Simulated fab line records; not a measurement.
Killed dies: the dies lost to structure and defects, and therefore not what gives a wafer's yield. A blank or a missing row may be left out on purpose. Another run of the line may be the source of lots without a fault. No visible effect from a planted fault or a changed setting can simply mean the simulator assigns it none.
A lot that was struck, set against a sound lot / flow berkeleyCmos170 / 16 out of 331 route steps
Sound: the wafers L866.1, L866.4, L866.5. The struck wafers were L873.1, L873.3, L873.6. The cause is given at the end.
Order at every step that has rows: each side's tool, ch and its chambers, its first start. Under that, the readings that differ: sound wafers / struck wafers / difference of the means / sigmas: that difference in standard deviations of wafers without a fault.
alike: readings whose means differ by less than 2 such deviations, and words and numbers that are the same on both sides. not compared: withheld readings, readings that some wafer has no value for, bounds like >300 that may hide the same value, and numbers for which the record gives no deviation and whose values overlap.
A row with sigmas, a row that says differs or no value, or rows on one side alone: a step with any of these is where the two part. Numbers that have no deviation but don't overlap get no sigmas and don't part them. Lack of a reading on every wafer of one side parts them only where that side has two or more wafers.

UCB170_ACTIVE_OVL_MEAS_14:
  sound on overlay-02, day 5 00:13; struck on overlay-02, day 6 06:54
  alike: ACTIVE_OVL
UCB170_ACTIVE_ETCH_15: etches Si3N4 in CH3F/Ar/O2, stops on SiO2, target depth 242 nm, time 151 s.
  sound on rieDiel-03 ch 1,2,3, day 5 00:15; struck on rieDiel-03 ch 0,2,3, day 6 06:56
  alike: chamberPressureMTorr, drypumpMotorCurrentA, oesProductAu, throttleValvePct
  not compared: rfHoursCounterH
UCB170_ACTIVE_STRIP_16: strips in O2.
  sound on plasmaAsher-04 ch 0,1, day 5 00:21; struck on plasmaAsher-04 ch 0,1, day 6 07:02
  alike: chamberPressureMTorr, drypumpMotorCurrentA, o2FlowSccm, oesProductAu, stripTimeToEndpointS
  not compared: rfHoursCounterH
UCB170_ACTIVE_CD_MEAS_90 targets a cd of 1200 nm.
  sound on cdSem-01, day 5 00:27; struck on cdSem-02, day 6 07:08
  alike: cdNm
then, 7 steps without rows for these wafers: UCB170_ACTIVE_CLEAN_17 (cleans in SPM, time 600 s); UCB170_PFIELD_HMDS_00 (prime time 60 s); UCB170_PFIELD_COAT_01 (resist thk 900 nm); UCB170_PFIELD_SOFTBAKE_02 (time 60 s); UCB170_PFIELD_EXPOSE_03 (exposes mask PFIELD, target cd 1500 nm); UCB170_PFIELD_PEB_04; UCB170_PFIELD_DEVELOP_05 (develop time 45 s).
UCB170_PFIELD_OVL_MEAS_06:
  sound on overlay-02, day 5 01:52; struck on overlay-02, day 6 11:41
  alike: PFIELD_OVL
UCB170_PFIELD_IMPLANT_07:
  sound on implanter-03 ch 0, day 5 01:54; struck on implanter-01 ch 0, day 6 11:43
reading=implantIonAmu; sound=11 11 11; struck=31 31 31; difference=+20; sigmas=
reading=model.implant.rpNm (nm); sound=260.2 260.2 260.2; struck=98.59 98.59 98.59; difference=-161.61; sigmas=
reading=model.implant.drpNm (nm); sound=74.86 74.86 74.86; struck=37.93 37.93 37.93; difference=-36.93; sigmas=
  alike: tiltDeg
UCB170_PFIELD_STRIP_08: strips in O2.
  sound on plasmaAsher-03 ch 0,1, day 5 02:03; struck on plasmaAsher-02 ch 1, day 6 11:52
  alike: chamberPressureMTorr, drypumpMotorCurrentA, o2FlowSccm, oesProductAu, stripTimeToEndpointS
  not compared: rfHoursCounterH
UCB170_PFIELD_TW_MEAS_09:
  sound on filmMetro-01, day 5 02:09; struck on filmMetro-04, day 6 11:58
reading=PFIELD_TW; sound=609 609 610; struck=1344 1347 1338; difference=+734; sigmas=+99 or more
then, 1 step without rows for these wafers: UCB170_FIELD_CLEAN_00 (cleans in dHF, time 7.5 s).

WHERE THEY PART
At UCB170_PFIELD_TW_MEAS_09 and nowhere else, as far as this record goes.

WHY: what the simulator had put in
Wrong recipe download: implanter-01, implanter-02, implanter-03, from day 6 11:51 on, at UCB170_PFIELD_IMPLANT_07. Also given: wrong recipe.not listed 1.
